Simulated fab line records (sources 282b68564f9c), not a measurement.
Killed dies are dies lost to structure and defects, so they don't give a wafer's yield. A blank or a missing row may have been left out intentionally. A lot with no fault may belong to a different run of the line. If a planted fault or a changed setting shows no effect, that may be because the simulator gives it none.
fab line records    flow ritCmos
record lots=5  wafers=23
route steps=202 shown ACTIVE@2 FOX2@25 NWELL@30 PWELL@40 GATE@91 PLDD@122 PSD@150 M1@196
startH: start of the lot's first displayed wafer, in hours after the record's first day    waitH: hours elapsed since this lot's preceding step    " the same as in the row above    L1.1+2: a single row standing in for several wafers    - value missing, or start not given    * or withheld: withheld    < > ~ a bound
route shown NAME@n: a module of which the file shows steps, and the number in the route of the first    usual: average and standard deviation across the fault-free wafers    same: alike in all rows    chamber/n: place in a boat    sites: per-site readings    _std_site: the values' standard deviation    _edge_site: inner sites' mean taken away from outer sites' mean    radiusMm: for every site, how far away it sits from the centre of the wafer    mask NAME#n: copy n    behind: the last tool/chamber to shape the wafer    hold: why the lot was held/for how many hours/how that ended    device: the transistor (n, p or np) that didn't switch    end of line: the tests these same wafers got at the end of their route    where a step has no rows: the recipe by itself    killed: dies that structure and defects cost at the first sort, which is not the same as the wafer's yield    map: dies across one wafer; x = killed, . = not, _ = none there
set.NAME: the run value of the setting; set.NAME@STEP: its run value at that earlier step    model.NAME: the simulator's own value behind a step, which no gauge read
lots with deliberately changed settings; one table per step, one row per wafer
## steps
# step RIT_ACTIVE_OXIDATION_01
# recipe tempC=1000  ambient=O2  targetThkA=468  oxTimeS=3360
lot.wafer  tool        chamber  startH  waitH  set.tempC  model.SiO2_of_ACTIVE_OXIDATION_01.thkNm
L074.1     -           -        -       1.0    976.1      36.98
L074.3     "           -        "       "      976.1      37.17
L074.4     "           -        "       "      976.1      37.47
L074.5     "           -        "       "      976.1      36.52
L074.6     "           -        "       "      976.1      37.1
L076.1     -           -        -       2.6    1027       59.5
L076.2     "           -        "       "      1027       60.8
L076.3     "           -        "       "      1027       59.92
L076.4     "           -        "       "      1027       60.15
L076.5     "           -        "       "      1027       60.1
L082.1     -           -        -       0.9    1026       60.35
L082.2     "           -        "       "      1026       60.49
L082.4     "           -        "       "      1026       60.18
L082.5     "           -        "       "      1026       60.27
L082.6     "           -        "       "      1026       60.06
L083.1     -           -        -       0.7    1023       59.33
L083.3     "           -        "       "      1023       59.18
L083.4     "           -        "       "      1023       58.47
L083.5     "           -        "       "      1023       59.09
L083.6     "           -        "       "      1023       58.74
L085.2     furnace-03  0        65.12   0.1    1000       46.86
L085.3     "           0        "       "      1000       47.3
L085.6     "           0        "       "      1000       46.46
# step RIT_ACTIVE_THK_MEAS_02
# recipe reads=SiO2_of_ACTIVE_OXIDATION_01
# usual ACTIVE_OXIDE_THK=46.7/0.79
lot.wafer  tool          chamber  startH  waitH  set.tempC@ACTIVE_OXIDATION_01  ACTIVE_OXIDE_THK[nm]
L074.1     filmMetro-01  -        -       -      976.1                          37.0
L074.3     "             -        "       "      976.1                          37.2
L074.4     "             -        "       "      976.1                          37.5
L074.5     "             -        "       "      976.1                          36.5
L074.6     "             -        "       "      976.1                          37.1
L076.1     filmMetro-03  -        -       -      1027                           59.4
L076.2     "             -        "       "      1027                           60.8
L076.3     "             -        "       "      1027                           59.9
L076.4     "             -        "       "      1027                           60.2
L076.5     "             -        "       "      1027                           60.1
L082.1     filmMetro-01  -        -       -      1026                           60.4
L082.2     "             -        "       "      1026                           60.4
L082.4     "             -        "       "      1026                           60.2
L082.5     "             -        "       "      1026                           60.2
L082.6     "             -        "       "      1026                           60.1
L083.1     filmMetro-01  -        -       -      1023                           59.3
L083.3     "             -        "       "      1023                           59.2
L083.4     "             -        "       "      1023                           58.4
L083.5     "             -        "       "      1023                           59.1
L083.6     "             -        "       "      1023                           58.8
L085.2     filmMetro-04  -        67.06   0.0    1000                           46.9
L085.3     "             -        "       "      1000                           47.3
L085.6     "             -        "       "      1000                           46.5
# step RIT_ACTIVE_HARDBAKE_12
# recipe resist=NOVOLAK  tempC=140  timeS=60
lot.wafer   tool           chamber  startH  waitH  set.tempC
L074.1+4+5  lithoTrack-01  0        15.42   0.1    137
L074.3+6    "              0        "       "      140
L076.1+3+5  lithoTrack-01  0        27.14   0.1    140
L076.2+4    "              0        "       "      143.9
L082.1+6    lithoTrack-01  0        55.47   0.1    143.2
L082.2+4+5  "              0        "       "      140
L083.1+5    lithoTrack-02  0        60.18   0.1    137.7
L083.3+4+6  "              0        "       "      140
L085.2+3+6  lithoTrack-02  0        70.12   0.1    140
# step RIT_ACTIVE_ETCH_13
# recipe stopOn=SiO2  chemistry=SF6  target=Si3N4  timeS=210  overEtchFrac=0.4  SF6_flow_sccm=200  pressureMtorr=260  rfW=125  targetDepthA=2100
lot.wafer  tool        chamber  startH  waitH  set.tempC@ACTIVE_OXIDATION_01  model.SiO2_of_ACTIVE_OXIDATION_01.thkNm
L074.1     rieDiel-04  1        15.57   0.1    976.1                          33.85
L074.3     "           0        "       "      976.1                          34.2
L074.4     "           3        "       "      976.1                          36.92
L074.5     "           1        "       "      976.1                          33.4
L074.6     "           2        "       "      976.1                          37.1
L076.1     rieDiel-02  1        27.29   0.1    1027                           59.5
L076.2     "           3        "       "      1027                           60.8
L076.3     "           0        "       "      1027                           59.92
L076.4     "           2        "       "      1027                           59.56
L076.5     "           1        "       "      1027                           60.1
L082.1     rieDiel-02  2        55.62   0.1    1026                           59.75
L082.2     "           1        "       "      1026                           60.49
L082.4     "           3        "       "      1026                           60.18
L082.5     "           0        "       "      1026                           60.27
L082.6     "           3        "       "      1026                           60.06
L083.1     rieDiel-04  3        60.33   0.1    1023                           58.77
L083.3     "           0        "       "      1023                           56.17
L083.4     "           2        "       "      1023                           58.47
L083.5     "           2        "       "      1023                           59.09
L083.6     "           1        "       "      1023                           55.62
L085.2     rieDiel-04  3        70.25   0.1    1000                           46.3
L085.3     "           0        "       "      1000                           44.29
L085.6     "           2        "       "      1000                           46.46
# step RIT_ACTIVE_STRIP_14
# recipe chemistry=O2  timeS=180  resist=NOVOLAK  platenTempC=withheld  powerW=500  pressureMtorr=4000  o2FlowSccm=4000
# step RIT_FOX2_CLEAN_02
# recipe chemistry=dHF  dilution=50:1  timeS=180
# step RIT_FOX2_WET_ETCH_03
# recipe chemistry=H3PO4  target=Si3N4  targetDepthNm=195  tempC=165  timeS=2700
lot.wafer  tool         chamber  startH  waitH  set.tempC@ACTIVE_OXIDATION_01  model.SiO2_of_ACTIVE_OXIDATION_01.thkNm
L074.1     wetBench-03  3        19.47   0.0    976.1                          30.06
L074.3     "            3        "       "      976.1                          30.36
L074.4     "            3        "       "      976.1                          32.77
L074.5     "            3        "       "      976.1                          29.66
L074.6     "            3        "       "      976.1                          32.95
L076.1     wetBench-04  2        31.27   0.0    1027                           52.84
L076.2     "            2        "       "      1027                           53.97
L076.3     "            2        "       "      1027                           53.21
L076.4     "            2        "       "      1027                           52.89
L076.5     "            2        "       "      1027                           53.35
L082.1     wetBench-02  2        60.60   0.0    1026                           53.14
L082.2     "            2        "       "      1026                           53.81
L082.4     "            2        "       "      1026                           53.55
L082.5     "            2        "       "      1026                           53.6
L082.6     "            2        "       "      1026                           53.43
L083.1     wetBench-02  2        65.95   0.0    1023                           52.24
L083.3     "            2        "       "      1023                           49.91
L083.4     "            2        "       "      1023                           51.98
L083.5     "            2        "       "      1023                           52.52
L083.6     "            2        "       "      1023                           49.44
L085.2     wetBench-04  1        76.06   0.0    1000                           40.96
L085.3     "            1        "       "      1000                           39.19
L085.6     "            1        "       "      1000                           41.15
# step RIT_NWELL_SOFTBAKE_02
# recipe resist=NOVOLAK  tempC=90  timeS=60
lot.wafer       tool           chamber  startH  waitH  set.tempC
L074.1+3+4+5+6  lithoTrack-02  0        20.59   0.1    90
L076.1+5        lithoTrack-04  0        32.46   0.1    86.79
L076.2+3+4      "              0        "       "      90
L082.1+4+5      lithoTrack-04  0        61.74   0.1    87.89
L082.2+6        "              0        "       "      90
L083.1+3+5      lithoTrack-04  0        67.07   0.1    87.41
L083.4+6        "              0        "       "      90
L085.2+3+6      lithoTrack-03  0        77.20   0.1    90
# step RIT_NWELL_EXPOSE_03
# recipe maskId=M2  na=0.57  targetCdNm=43900  doseMj=250
# step RIT_NWELL_PEB_04
# recipe resist=NOVOLAK  tempC=withheld  timeS=withheld
# step RIT_NWELL_DEVELOP_05
# recipe resist=NOVOLAK  developTimeS=68  devTempC=23
lot.wafer   tool           chamber  startH  waitH  set.tempC@NWELL_SOFTBAKE_02  model.NOVOLAK_of_NWELL_COAT_01.thkNm
L074.1      lithoTrack-04  0        -       -      90                           1304
L074.3      "              0        "       "      90                           1303
L074.4+5+6  "              0        "       "      90                           1305
L076.1      lithoTrack-02  0        -       -      86.79                        1321
L076.2      "              0        "       "      90                           1307
L076.3      "              0        "       "      90                           1305
L076.4      "              0        "       "      90                           1310
L076.5      "              0        "       "      86.79                        1320
L082.1      lithoTrack-04  0        -       -      87.89                        1307
L082.2      "              0        "       "      90                           1303
L082.4      "              0        "       "      87.89                        1306
L082.5      "              0        "       "      87.89                        1305
L082.6      "              0        "       "      90                           1302
L083.1+3    lithoTrack-02  0        -       -      87.41                        1317
L083.4      "              0        "       "      90                           1306
L083.5      "              0        "       "      87.41                        1321
L083.6      "              0        "       "      90                           1307
L085.2      lithoTrack-03  0        -       -      90                           1303
L085.3+6    "              0        "       "      90                           1299
# step RIT_PWELL_COAT_01
# recipe resist=NOVOLAK  spinRpm=2000  resistThkNm=1300
lot.wafer   tool           chamber  startH  waitH  set.resistThkNm  model.NOVOLAK_of_PWELL_COAT_01.thkNm
L074.1      lithoTrack-04  0        22.11   0.1    1251             1257
L074.3      "              0        "       "      1300             1306
L074.4      "              0        "       "      1300             1303
L074.5      "              0        "       "      1251             1256
L074.6      "              0        "       "      1251             1259
L076.1      lithoTrack-01  0        34.30   0.1    1263             1271
L076.2      "              0        "       "      1263             1268
L076.3      "              0        "       "      1300             1308
L076.4      "              0        "       "      1300             1305
L076.5      "              0        "       "      1300             1306
L082.1+2+5  lithoTrack-01  0        63.14   0.1    1300             1300
L082.4      "              0        "       "      1300             1297
L082.6      "              0        "       "      1300             1302
L083.1      lithoTrack-01  0        68.60   0.1    1300             1297
L083.3+5    "              0        "       "      1300             1298
L083.4      "              0        "       "      1300             1299
L083.6      "              0        "       "      1300             1295
L085.2      lithoTrack-01  0        78.91   0.1    1300             1300
L085.3      "              0        "       "      1300             1298
L085.6      "              0        "       "      1300             1299
# step RIT_PWELL_SOFTBAKE_02
# recipe resist=NOVOLAK  tempC=90  timeS=60
# step RIT_PWELL_EXPOSE_03
# recipe maskId=M3  na=0.57  targetCdNm=43700  doseMj=250
# step RIT_PWELL_DEVELOP_05
# recipe resist=NOVOLAK  developTimeS=68  devTempC=23
# step RIT_PWELL_HARDBAKE_07
# recipe resist=NOVOLAK  tempC=140  timeS=120
lot.wafer   tool           chamber  startH  waitH  set.resistThkNm@PWELL_COAT_01  model.NOVOLAK_of_PWELL_COAT_01.thkNm
L074.1      lithoTrack-01  0        22.88   0.0    1251                           1100
L074.3      "              0        "       "      1300                           1142
L074.4      "              0        "       "      1300                           1140
L074.5      "              0        "       "      1251                           1099
L074.6      "              0        "       "      1251                           1101
L076.1      lithoTrack-03  0        35.19   0.0    1263                           1112
L076.2      "              0        "       "      1263                           1109
L076.3      "              0        "       "      1300                           1144
L076.4      "              0        "       "      1300                           1141
L076.5      "              0        "       "      1300                           1142
L082.1+2+5  lithoTrack-01  0        63.91   0.0    1300                           1137
L082.4      "              0        "       "      1300                           1134
L082.6      "              0        "       "      1300                           1138
L083.1      lithoTrack-04  0        69.75   0.0    1300                           1134
L083.3+5    "              0        "       "      1300                           1135
L083.4      "              0        "       "      1300                           1136
L083.6      "              0        "       "      1300                           1133
L085.2      lithoTrack-01  0        79.71   0.1    1300                           1137
L085.3      "              0        "       "      1300                           1135
L085.6      "              0        "       "      1300                           1136
# step RIT_GATE_DEVELOP_15
# recipe resist=NOVOLAK  developTimeS=50  devTempC=23
lot.wafer       tool           chamber  startH  waitH  set.devTempC
L074.1+3+4      lithoTrack-03  0        -       -      21.46
L074.5+6        "              0        "       "      23
L076.1+2+3      lithoTrack-04  0        -       -      23
L076.4+5        "              0        "       "      26.7
L082.1+4+6      lithoTrack-02  0        -       -      26.32
L082.2+5        "              0        "       "      23
L083.1+3+4+5+6  lithoTrack-03  0        -       -      23
L085.2+3+6      lithoTrack-03  0        -       -      23
# step RIT_PLDD_IMPLANT_08
# recipe species=BF2  energyKev=20  doseCm2=9e+14  tiltDeg=7
lot.wafer   tool          chamber  startH  waitH  set.doseCm2
L074.1+5+6  implanter-04  0        48.38   0.1    9e+14
L074.3+4    "             0        "       "      9.363e+14
L076.1+5    implanter-04  0        57.56   0.1    9e+14
L076.2+3+4  "             0        "       "      8.46e+14
L082.1+2+5  implanter-01  0        87.40   0.1    9e+14
L082.4+6    "             0        "       "      8.6e+14
L083.1+5+6  implanter-04  0        93.29   0.1    9e+14
L083.3+4    "             0        "       "      9.591e+14
L085.2+3+6  implanter-04  0        102.87  0.1    9e+14
# step RIT_PLDD_STRIP_09
# recipe chemistry=O2  timeS=180  resist=NOVOLAK  platenTempC=withheld  powerW=500  pressureMtorr=4000  o2FlowSccm=4000
# step RIT_PLDD_TW_MEAS_10
# usual PLDD_TW=2347/8.9
lot.wafer  tool          chamber  startH  waitH  set.doseCm2@PLDD_IMPLANT_08  PLDD_TW
L074.1     filmMetro-01  -        48.71   0.1    9e+14                        2350
L074.3     "             -        "       "      9.363e+14                    2384
L074.4     "             -        "       "      9.363e+14                    2369
L074.5     "             -        "       "      9e+14                        2353
L074.6     "             -        "       "      9e+14                        2335
L076.1     filmMetro-03  -        57.89   0.1    9e+14                        2337
L076.2     "             -        "       "      8.46e+14                     2294
L076.3     "             -        "       "      8.46e+14                     2310
L076.4     "             -        "       "      8.46e+14                     2304
L076.5     "             -        "       "      9e+14                        2356
L082.1     filmMetro-03  -        87.73   0.1    9e+14                        2355
L082.2     "             -        "       "      9e+14                        2350
L082.4     "             -        "       "      8.6e+14                      2330
L082.5     "             -        "       "      9e+14                        2343
L082.6     "             -        "       "      8.6e+14                      2317
L083.1     filmMetro-01  -        93.61   0.1    9e+14                        2341
L083.3     "             -        "       "      9.591e+14                    2375
L083.4     "             -        "       "      9.591e+14                    2374
L083.5     "             -        "       "      9e+14                        2324
L083.6     "             -        "       "      9e+14                        2348
L085.2     filmMetro-04  -        103.18  0.1    9e+14                        2356
L085.3     "             -        "       "      9e+14                        2348
L085.6     "             -        "       "      9e+14                        2355
# step RIT_PSD_IMPLANT_08
# recipe species=BF2  energyKev=27  doseCm2=5e+15  tiltDeg=7
lot.wafer       tool          chamber  startH  waitH  set.tiltDeg
L074.1+3        implanter-01  0        54.02   0.1    7.976
L074.4+5+6      "             0        "       "      7
L076.1+4+5      implanter-04  0        63.98   0.1    7.763
L076.2+3        "             0        "       "      7
L082.1+4        implanter-03  0        92.81   0.1    6.076
L082.2+5+6      "             0        "       "      7
L083.1+3+4+5+6  implanter-03  0        99.06   0.1    7
L085.2+3+6      implanter-01  0        109.17  0.1    7
# step RIT_PSD_STRIP_09
# recipe chemistry=O2  timeS=180  resist=NOVOLAK  platenTempC=withheld  powerW=500  pressureMtorr=4000  o2FlowSccm=4000
# step RIT_SDANNEAL_RS_MEAS_06
# recipe thkMeasGauge=four-point-probe
# usual PLDD_RS=179.0/0.47
lot.wafer  tool          chamber  startH  waitH  set.doseCm2@PLDD_IMPLANT_08  PLDD_RS[ohm/sq]
L074.1     filmMetro-03  -        55.10   0.1    9e+14                        178.5
L074.3     "             -        "       "      9.363e+14                    175.7
L074.4     "             -        "       "      9.363e+14                    175.8
L074.5     "             -        "       "      9e+14                        178.9
L074.6     "             -        "       "      9e+14                        178.4
L076.1     filmMetro-04  -        65.09   0.1    9e+14                        179.3
L076.2     "             -        "       "      8.46e+14                     184.8
L076.3     "             -        "       "      8.46e+14                     184.2
L076.4     "             -        "       "      8.46e+14                     184.7
L076.5     "             -        "       "      9e+14                        178.9
L082.1     filmMetro-03  -        93.89   0.1    9e+14                        179.2
L082.2     "             -        "       "      9e+14                        179.4
L082.4     "             -        "       "      8.6e+14                      183.2
L082.5     "             -        "       "      9e+14                        179.1
L082.6     "             -        "       "      8.6e+14                      183.3
L083.1     filmMetro-01  -        100.30  0.1    9e+14                        179.2
L083.3     "             -        "       "      9.591e+14                    173.5
L083.4     "             -        "       "      9.591e+14                    173.7
L083.5     "             -        "       "      9e+14                        179.5
L083.6     "             -        "       "      9e+14                        179.4
L085.2     filmMetro-04  -        110.22  0.1    9e+14                        180.1
L085.3     "             -        "       "      9e+14                        179.9
L085.6     "             -        "       "      9e+14                        179.8
# step RIT_M1_METAL_ETCH_12
# recipe stopOn=SiO2  chemistry=Cl2/BCl3  target=Al  timeS=165  overEtchFrac=0.5  pressureMtorr=100  targetDepthA=6000  rfW=250  Cl2_flow_sccm=60  bcl3FlowSccm=50
lot.wafer  tool         chamber  startH  waitH  set.timeS  model.NOVOLAK_of_M1_COAT_04.thkNm
L074.1+6   rieMetal-04  0        59.98   0.2    165        797.5
L074.3     "            0        "       "      165        799.3
L074.4     "            0        "       "      158        816.5
L074.5     "            0        "       "      158        814.5
L076.1     rieMetal-04  0        70.02   0.2    165        789.5
L076.2     "            1        "       "      165        794.3
L076.3     "            0        "       "      165        790
L076.4     "            1        "       "      165        796.1
L076.5     "            0        "       "      165        790.4
L082.1     rieMetal-04  1        98.83   0.2    165        805.9
L082.2     "            0        "       "      165        798.3
L082.4     "            0        "       "      165        796.8
L082.5     "            0        "       "      186.8      757.7
L082.6     "            1        "       "      186.8      764.6
L083.1     rieMetal-02  1        105.31  0.2    165        825.4
L083.3     "            1        "       "      165        819.3
L083.4     "            0        "       "      165        821.6
L083.5     "            0        "       "      165        825
L083.6     "            1        "       "      165        825.2
L085.2     rieMetal-04  0        115.17  0.2    165        794.4
L085.3     "            0        "       "      165        793.2
L085.6     "            0        "       "      165        797.5
# step RIT_M1_PROBE_99
# usual killedAtContacts=0.1/0.37  killedAtFrontEnd=6.5/2.8  killedDies=6.6/2.7  killedOpen=3.0/1.9  killedShort=3.5/1.9
# same grossDies=264  killed_at_M0_to_M3=0  killed_at_M4_up=0  killedAtBackSide=0  killedAtOther=0
lot.wafer  tool       chamber  startH  waitH  set.tempC@ACTIVE_OXIDATION_01  set.devTempC@GATE_DEVELOP_15  killedAtContacts  killedAtFrontEnd  killedDies  killedOpen  killedShort  model.etest.nldd.widthNm  model.etest.pldd.widthNm  model.etest.pmos_0p15.rOnOhmUm  model.etest.pmos_0p3.rOnOhmUm  model.etest.pmosTurned.rOnOhmUm
L074.1     prober-01  -        62.40   0.1    976.1                          21.46                         0                 11                11          6           5            3321                      3292                      2708                            6161                           3413
L074.3     prober-01  -        62.50   0.2    976.1                          21.46                         0                 6                 6           4           1            3308                      3302                      2565                            5992                           3200
L074.4     prober-01  -        62.55   0.2    976.1                          21.46                         0                 10                10          5           5            3294                      3296                      2551                            6050                           3261
L074.5     prober-01  -        62.60   0.2    976.1                          23                            0                 8                 8           6           2            3299                      3294                      2745                            6234                           3440
L074.6     prober-01  -        62.65   0.2    976.1                          23                            0                 12                12          7           5            3291                      3296                      2822                            6378                           3485
L076.1     prober-01  -        72.52   0.1    1027                           23                            2                 2                 4           1           1            2974                      2977                      3020                            6531                           3705
L076.2     prober-01  -        72.57   0.1    1027                           23                            0                 7                 7           2           5            2941                      2946                      3041                            6614                           3699
L076.3     prober-01  -        72.62   0.2    1027                           23                            0                 4                 4           1           3            2984                      2968                      2857                            6368                           3503
L076.4     prober-01  -        72.67   0.2    1027                           26.7                          1                 23                24          2           4            2951                      2962                      3475                            7090                           4184
L076.5     prober-01  -        72.72   0.2    1027                           26.7                          1                 18                19          3           1            2952                      2962                      3329                            6762                           3979
L082.1     prober-01  -        101.26  0.1    1026                           26.32                         0                 14                14          4           5            3033                      3022                      3312                            6842                           3967
L082.2     prober-01  -        101.31  0.1    1026                           23                            0                 9                 9           3           6            3043                      3027                      2926                            6415                           3575
L082.4     prober-01  -        101.41  0.2    1026                           26.32                         0                 12                12          4           4            3041                      3063                      3443                            6981                           4091
L082.5     prober-01  -        101.46  0.2    1026                           23                            0                 12                12          5           7            3039                      3052                      2836                            6408                           3469
L082.6     prober-01  -        101.51  0.2    1026                           26.32                         0                 10                10          3           4            3018                      3036                      3478                            6931                           4156
L083.1     prober-02  -        107.58  0.1    1023                           23                            0                 10                10          4           6            2924                      2946                      2690                            6271                           3323
L083.3     prober-02  -        107.68  0.2    1023                           23                            0                 7                 7           7           0            2937                      2937                      2792                            6331                           3465
L083.4     prober-02  -        107.73  0.2    1023                           23                            0                 9                 9           4           5            2952                      2942                      2731                            6196                           3384
L083.5     prober-02  -        107.78  0.2    1023                           23                            0                 8                 8           3           5            2950                      2958                      2865                            6364                           3481
L083.6     prober-02  -        107.83  0.2    1023                           23                            0                 5                 5           4           1            2937                      2936                      2729                            6298                           3414
L085.2     prober-02  -        117.58  0.1    1000                           23                            0                 11                11          6           4            3199                      3181                      2899                            6391                           3573
L085.3     prober-02  -        117.63  0.2    1000                           23                            0                 2                 2           0           2            3181                      3190                      2891                            6351                           3535
L085.6     prober-02  -        117.78  0.2    1000                           23                            0                 12                12          7           5            3185                      3184                      2943                            6420                           3600
# killed by level:class
L074.1 FOX1:geometricParticle:open=2 REOX:geometricParticle:short=2 SPACER:geometricParticle:open=2 SILICIDE:geometricParticle:short=2 GATE:geometricParticle:open=1 SPACER:geometricParticle:short=1 SILICIDE:geometricParticle:open=1
L074.3 SILICIDE:geometricParticle:open=3 FOX1:geometricParticle:short=1 GATE:geometricParticle:open=1 GATE:areaDevelop=1
L074.4 FOX2:geometricParticle:open=2 REOX:geometricParticle:short=2 SPACER:geometricParticle:short=2 SILICIDE:geometricParticle:open=2 FOX1:geometricParticle:open=1 FOX2:geometricParticle:short=1
L074.5 FOX1:geometricParticle:open=2 GATE:geometricParticle:open=2 GATE:geometricParticle:short=2 FOX2:geometricParticle:open=1 SPACER:geometricParticle:open=1
L074.6 SILICIDE:geometricParticle:short=4 GATE:geometricParticle:open=3 FOX1:geometricParticle:open=2 GATE:geometricParticle:short=1 REOX:geometricParticle:open=1 SILICIDE:geometricParticle:open=1
L076.1 CONTACT:coatMicrobubblePrinted=2 GATE:geometricParticle:open=1 SPACER:geometricParticle:short=1
L076.2 GATE:geometricParticle:short=3 GATE:geometricParticle:open=1 REOX:geometricParticle:short=1 REOX:geometricParticle:open=1 SPACER:geometricParticle:short=1
L076.3 FOX1:geometricParticle:short=1 GATE:geometricParticle:open=1 GATE:geometricParticle:short=1 SPACER:geometricParticle:short=1
L076.4 GATE:areaDevelop=17 FOX1:geometricParticle:short=1 FOX1:geometricParticle:open=1 FOX2:geometricParticle:short=1 GATE:geometricParticle:open=1 GATE:geometricParticle:short=1 SPACER:geometricParticle:short=1 CONTACT:coatMicrobubblePrinted=1
L076.5 GATE:areaDevelop=14 REOX:geometricParticle:open=2 FOX2:geometricParticle:open=1 GATE:geometricParticle:short=1 CONTACT:coatMicrobubblePrinted=1
L082.1 GATE:areaDevelop=5 GATE:geometricParticle:open=3 FOX2:geometricParticle:short=2 GATE:geometricParticle:short=2 REOX:geometricParticle:short=1 SPACER:geometricParticle:open=1
L082.2 GATE:geometricParticle:open=2 GATE:geometricParticle:short=2 SILICIDE:geometricParticle:short=2 FOX1:geometricParticle:short=1 FOX1:geometricParticle:open=1 FOX2:geometricParticle:short=1
L082.4 GATE:areaDevelop=4 GATE:geometricParticle:open=2 GATE:geometricParticle:short=2 FOX1:geometricParticle:short=1 FOX2:geometricParticle:short=1 FOX2:geometricParticle:open=1 SPACER:geometricParticle:open=1
L082.5 GATE:geometricParticle:short=4 FOX1:geometricParticle:open=2 FOX1:geometricParticle:short=2 FOX2:geometricParticle:open=1 GATE:geometricParticle:open=1 REOX:geometricParticle:open=1 SILICIDE:geometricParticle:short=1
L082.6 GATE:areaDevelop=3 FOX1:geometricParticle:open=2 FOX1:geometricParticle:short=1 FOX2:geometricParticle:short=1 GATE:geometricParticle:open=1 REOX:geometricParticle:short=1 SPACER:geometricParticle:short=1
L083.1 GATE:geometricParticle:short=4 FOX2:geometricParticle:short=1 GATE:geometricParticle:open=1 REOX:geometricParticle:open=1 REOX:geometricParticle:short=1 SPACER:geometricParticle:open=1 SILICIDE:geometricParticle:open=1
L083.3 GATE:geometricParticle:open=2 REOX:geometricParticle:open=2 FOX1:geometricParticle:open=1 FOX2:geometricParticle:open=1 SILICIDE:geometricParticle:open=1
L083.4 GATE:geometricParticle:short=2 REOX:geometricParticle:short=2 FOX1:geometricParticle:open=1 FOX2:geometricParticle:open=1 SPACER:geometricParticle:open=1 SILICIDE:geometricParticle:short=1 SILICIDE:geometricParticle:open=1
L083.5 REOX:geometricParticle:open=2 SPACER:geometricParticle:short=2 FOX1:geometricParticle:short=1 GATE:geometricParticle:short=1 GATE:geometricParticle:open=1 REOX:geometricParticle:short=1
L083.6 FOX1:geometricParticle:open=2 GATE:geometricParticle:open=2 GATE:geometricParticle:short=1
L085.2 SPACER:geometricParticle:open=3 FOX1:geometricParticle:short=1 FOX2:geometricParticle:open=1 GATE:geometricParticle:open=1 REOX:geometricParticle:short=1 REOX:geometricParticle:open=1 SPACER:geometricParticle:short=1 SILICIDE:geometricParticle:short=1
L085.3 GATE:geometricParticle:short=2
L085.6 FOX1:geometricParticle:open=3 GATE:geometricParticle:short=3 SPACER:geometricParticle:open=2 GATE:geometricParticle:open=1 REOX:geometricParticle:short=1 SPACER:geometricParticle:short=1 SILICIDE:geometricParticle:open=1
## key
split step=RIT_ACTIVE_OXIDATION_01  setting=tempC  stated=1000  by=lot
response step=RIT_ACTIVE_OXIDATION_01  reading=model.SiO2_of_ACTIVE_OXIDATION_01.thkNm  change=+4.65  per=1%  r=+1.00
response step=RIT_ACTIVE_THK_MEAS_02  reading=ACTIVE_OXIDE_THK  change=+4.65  per=1%  r=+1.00
response step=RIT_ACTIVE_ETCH_13  reading=model.SiO2_of_ACTIVE_OXIDATION_01.thkNm  change=+4.95  per=1%  r=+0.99
response step=RIT_FOX2_WET_ETCH_03  reading=model.SiO2_of_ACTIVE_OXIDATION_01.thkNm  change=+4.41  per=1%  r=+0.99
response step=RIT_M1_PROBE_99  reading=model.etest.pldd.widthNm  change=-64.4  per=1%  r=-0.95
response step=RIT_M1_PROBE_99  reading=model.etest.nldd.widthNm  change=-66.6  per=1%  r=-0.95
split step=RIT_ACTIVE_HARDBAKE_12  setting=tempC  stated=140  by=wafer
response none clear
split step=RIT_NWELL_SOFTBAKE_02  setting=tempC  stated=90  by=wafer
response step=RIT_NWELL_DEVELOP_05  reading=model.NOVOLAK_of_NWELL_COAT_01.thkNm  change=-3.41  per=1%  r=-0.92
split step=RIT_PWELL_COAT_01  setting=resistThkNm  stated=1300  by=wafer
response step=RIT_PWELL_COAT_01  reading=model.NOVOLAK_of_PWELL_COAT_01.thkNm  change=+12.7  per=1%  r=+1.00
response step=RIT_PWELL_HARDBAKE_07  reading=model.NOVOLAK_of_PWELL_COAT_01.thkNm  change=+11  per=1%  r=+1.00
split step=RIT_GATE_DEVELOP_15  setting=devTempC  stated=23  by=wafer
response step=RIT_M1_PROBE_99  reading=model.etest.pmos_0p3.rOnOhmUm  change=+30.7  per=1%  r=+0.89
response step=RIT_M1_PROBE_99  reading=model.etest.pmos_0p15.rOnOhmUm  change=+30.7  per=1%  r=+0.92
response step=RIT_M1_PROBE_99  reading=model.etest.pmosTurned.rOnOhmUm  change=+31.7  per=1%  r=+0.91
split step=RIT_PLDD_IMPLANT_08  setting=doseCm2  stated=9e+14  by=wafer
response step=RIT_PLDD_TW_MEAS_10  reading=PLDD_TW  change=+6.42  per=1%  r=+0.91
response step=RIT_SDANNEAL_RS_MEAS_06  reading=PLDD_RS  change=-0.873  per=1%  r=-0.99
split step=RIT_PSD_IMPLANT_08  setting=tiltDeg  stated=7  by=wafer
response none clear
split step=RIT_M1_METAL_ETCH_12  setting=timeS  stated=165  by=wafer
response step=RIT_M1_METAL_ETCH_12  reading=model.NOVOLAK_of_M1_COAT_04.thkNm  change=-3.07  per=1%  r=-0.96
